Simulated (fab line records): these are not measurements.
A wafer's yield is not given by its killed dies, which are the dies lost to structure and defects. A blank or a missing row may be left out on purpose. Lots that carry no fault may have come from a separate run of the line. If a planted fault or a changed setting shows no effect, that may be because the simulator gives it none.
Which tool was responsible? | flow rit_cmos | 7 lots, 21 wafers sampled, at 2 steps of a route of 202

## WHAT EACH GAUGE READ, for each wafer
RIT_SDANNEAL_RS_MEAS_04: measures by four-point-probe.
lot  | measured    | on            | PSD_RS (ohm/sq)
L345 | day 3 11:17 | film_metro-02 | 115.59 115.82 115.81
L347 | day 4 00:50 | film_metro-02 | 115.98 115.71 116.16
L349 | day 4 14:19 | film_metro-02 | 115.67 115.57 115.55
L352 | day 5 05:17 | film_metro-03 | 115.76 116.34 115.71
L362 | day 7 00:40 | film_metro-03 | 117.36 117.64 117.09
L364 | day 7 15:05 | film_metro-02 | 116.07 116.06 115.90
L366 | day 8 01:22 | film_metro-03 | 115.92 115.52 115.66

## WHAT TOOL EACH LOT RAN ON (gives the tool, then ch and the chambers of the sampled wafers, and finally the start)
lot  | RIT_PSD_IMPLANT_08
L345 | implanter-01 ch 0, day 3 10:28
L347 | implanter-01 ch 0, day 4 00:02
L349 | implanter-01 ch 0, day 4 13:31
L352 | implanter-04 ch 0, day 5 04:22
L362 | implanter-01 ch 0, day 6 23:51
L364 | implanter-04 ch 0, day 7 14:16
L366 | implanter-04 ch 0, day 8 00:34
- RIT_PSD_IMPLANT_08

## THE ANSWER, worked out from the rows above alone
Rule: the lots themselves supply what counts as usual. The widest of any qualifying gaps counts: lots, ordered by their means at a reading, are off when they make up no more than a third of the lots, leave a main group of 4 or more, and stand apart from it by 3 or more times the standard deviation of that group's means. A main group is skipped when, at the precision printed for the reading in the tables above, its means are all equal. A lot without any number at a reading at which 4 lots or more have one is off too. Any other lot the step has rows for is counted as sound.
Off: L362, at RIT_SDANNEAL_RS_MEAS_04 (PSD_RS). The main group has a mean of 115.82 ohm/sq with a standard deviation of 0.15.
If a tool, at a process step before that reading, ran all the lots that are off and no sound lot after the first of them, it fits. Those tools and the gauges at RIT_SDANNEAL_RS_MEAS_04 are tried in the same way. One fits: implanter-01 at RIT_PSD_IMPLANT_08. A fault onset in the window from L349 (day 4 13:31, its last sound lot) to L362 (day 6 23:51, its first lot off) fits.

## WHAT WAS PUT IN BY THE SIMULATOR
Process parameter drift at RIT_PSD_IMPLANT_08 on implanter-01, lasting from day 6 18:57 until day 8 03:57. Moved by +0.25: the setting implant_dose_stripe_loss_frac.
Struck lots among those shown: L362. Same finding as the rule above.
